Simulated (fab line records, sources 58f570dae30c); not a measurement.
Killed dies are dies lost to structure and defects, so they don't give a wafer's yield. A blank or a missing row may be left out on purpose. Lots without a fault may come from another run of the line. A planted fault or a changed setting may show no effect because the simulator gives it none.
Chamber matching | flow berkeley_cmos170 | UCB170_V1_CMP_02 on cmp-01: 4 sister chambers
The step polishes SiO2. 18 wafers are shown with their chamber, then 9 later ones without.

WAFERS WITH THEIR CHAMBER
wafer  | chamber | motor_current_A (A)
L931.2 | 0       | 19.4
L931.5 | 3       | 17.8
L931.6 | 2       | 16.6
L934.1 | 3       | 17.2
L934.2 | 1       | 15.6
L934.5 | 0       | 19.1
L935.3 | 3       | 17.1
L935.4 | 1       | 15.5
L935.5 | 3       | 18.0
L936.2 | 1       | 15.9
L936.4 | 3       | 17.7
L936.5 | 3       | 18.7
L939.1 | 1       | 14.9
L939.3 | 2       | 17.9
L939.4 | 0       | 20.2
L943.2 | 3       | 17.4
L943.4 | 0       | 19.2
L943.5 | 0       | 20.7

SIGNATURES (means of the wafers above)
reading         | chamber 0 | chamber 1 | chamber 2 | chamber 3 | scatter within a chamber
motor_current_A | 19.720    | 15.475    | 17.250    | 17.700    | 0.605
Rule: a wafer's distance from a chamber is the root of the sum, over the readings, of the square of ((its reading less the chamber's mean) divided by the reading's scatter). The wafer belongs to the nearest chamber; if the next one is less than 2 further off, it can't be placed. The scatter: the root of (the sum of the squares of (reading less its chamber's mean) over the shown wafers, divided by (wafers less chambers)).

WAFERS WITHOUT THEIR CHAMBER
wafer  | motor_current_A (A)
L945.3 | 18.5
L945.4 | 15.7
L945.6 | 18.4
L950.1 | 18.4
L950.2 | 16.2
L950.3 | 18.9
L951.1 | 17.8
L951.2 | 17.3
L951.3 | 16.0

WHICH CHAMBER EACH WENT THROUGH
wafer  | from the rows above          | in truth
L945.3 | can't be placed: 3 or 0 or 2 | 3
L945.4 | 1                            | 1
L945.6 | can't be placed: 3 or 2 or 0 | 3
L950.1 | can't be placed: 3 or 2 or 0 | 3
L950.2 | can't be placed: 1 or 2 or 3 | 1
L950.3 | can't be placed: 0 or 3 or 2 | 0
L951.1 | can't be placed: 3 or 2      | 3
L951.2 | can't be placed: 2 or 3      | 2
L951.3 | can't be placed: 1 or 2 or 3 | 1
Placed correctly: 1 of 9. Can't be placed from these rows: 8 (the true chamber is among the candidates in 8). Placed wrongly: 0.
